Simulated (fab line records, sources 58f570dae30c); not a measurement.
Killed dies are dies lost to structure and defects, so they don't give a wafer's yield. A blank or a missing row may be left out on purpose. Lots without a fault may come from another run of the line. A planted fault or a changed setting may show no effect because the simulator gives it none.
Split-lot experiment | flow berkeley_cmos170 | 5 lots, 23 wafers read, on a route of 331 steps

THE SPLIT
At UCB170_M2_SPUTTER_01 (material Al, target thk 900 nm, time 120 s), the setting time_s was moved away from the recipe's 120 s on 6 of the 23 wafers read, by -9.5% to +9.4%. The other wafers ran this setting at the recipe's value.

FROM THE SPLIT TO THE READING: what the file shows between them, 1 step
- UCB170_M2_RS_MEAS_02: measures by four-point-probe

THE READING
M2_AL_THK, in nm, at UCB170_M2_THK_MEAS_03 (measures by xrf). Fault-free wafers of this fab line usually give 897 nm, standard deviation 7.8 nm.

wafer  | tool, chamber at the split | time_s as run, s | against the recipe | M2_AL_THK, nm | against lot-mates on the recipe
L074.2 | pvd_sputter-02, -          | 108.6            | -9.5%              | 808           | -76
L074.3 | pvd_sputter-02, -          | 120              | recipe             | 881           | -
L074.4 | pvd_sputter-02, -          | 120              | recipe             | 886           | -
L074.5 | pvd_sputter-02, -          | 120              | recipe             | 886           | -
L074.6 | pvd_sputter-02, -          | 108.6            | -9.5%              | 804           | -80
L076.1 | pvd_sputter-02, -          | 128.8            | +7.3%              | 969           | +76
L076.2 | pvd_sputter-02, -          | 120              | recipe             | 890           | -
L076.3 | pvd_sputter-02, -          | 128.8            | +7.3%              | 964           | +71
L076.4 | pvd_sputter-02, -          | 120              | recipe             | 892           | -
L076.5 | pvd_sputter-02, -          | 120              | recipe             | 898           | -
L078.1 | pvd_sputter-03, -          | 120              | recipe             | 893           | -
L078.3 | pvd_sputter-03, -          | 120              | recipe             | 897           | -
L078.4 | pvd_sputter-03, -          | 120              | recipe             | 890           | -
L078.5 | pvd_sputter-03, -          | 120              | recipe             | 891           | -
L078.6 | pvd_sputter-03, -          | 120              | recipe             | 893           | -
L079.3 | pvd_sputter-04, -          | 120              | recipe             | 911           | -
L079.4 | pvd_sputter-04, -          | 120              | recipe             | 906           | -
L079.6 | pvd_sputter-04, -          | 120              | recipe             | 900           | -
L084.2 | pvd_sputter-03, -          | 131.3            | +9.4%              | 984           | +77
L084.3 | pvd_sputter-03, -          | 120              | recipe             | 905           | -
L084.4 | pvd_sputter-03, -          | 131.3            | +9.4%              | 998           | +91
L084.5 | pvd_sputter-03, -          | 120              | recipe             | 906           | -
L084.6 | pvd_sputter-03, -          | 120              | recipe             | 910           | -

THE FIT
A straight line over all 23 wafers: M2_AL_THK changes by +9.72 nm for each +1% of time_s; r = +0.98; the points scatter about the line by 8.2 nm.
The same after taking each lot's own level away (the mean of its wafers on the recipe; 23 wafers): +8.86 nm for each +1%; r = +0.99; scatter 4.6 nm.
On that fit, the largest move of time_s shifts the reading by 84 nm.
The lots' own levels span 884.3 to 907.0 nm, that is 2.9 times the standard deviation above.
So the lot-to-lot level changes the slope little: the two slopes agree.
Check: with one of the wafers moved furthest among these (-9.5%) left out of the fit, the line predicts -85.4 nm for it against its lot-mates. It came out at -76.3 nm against them.

OTHER SPLITS ON THESE WAFERS
These wafers also went through other splits before the reading. Each is held against what the fit with the lots' levels taken away leaves over:
other split on the same wafers | wafers away from the commonest value | r with M2_AL_THK (lot level and that fit taken away)
UCB170_M1_SPUTTER_00 power_w   | 8                                    | +0.19

THE WHOLE CHAIN: every reading that the file lists as answering this split, in the file's order
step                  | what it does                                                              | reading                                                                     | change (the file's fit)               | r (the file's)
UCB170_M2_SPUTTER_01  | material Al, target thk 900 nm, time 120 s                                | Al_of_M2_SPUTTER_01.thk_nm (the simulator's own value, which no gauge read) | +8.95 nm for each +1% of the setting  | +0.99
UCB170_M2_RS_MEAS_02  | measures by four-point-probe                                              | M2_AL_RS                                                                    | -0.000317 for each +1% of the setting | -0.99
UCB170_M2_THK_MEAS_03 | measures by xrf                                                           | M2_AL_THK                                                                   | +8.93 for each +1% of the setting     | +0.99
UCB170_V2_ETCH_14     | etches SiO2 in CHF3/CF4/Ar, stops on Al, target depth 1250 nm, time 291 s | Al_of_M2_SPUTTER_01.thk_nm (the simulator's own value, which no gauge read) | +8.96 nm for each +1% of the setting  | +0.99

THE FILE'S OWN FIT
M2_AL_THK changes by +8.93 nm for each +1% of time_s, r = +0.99.
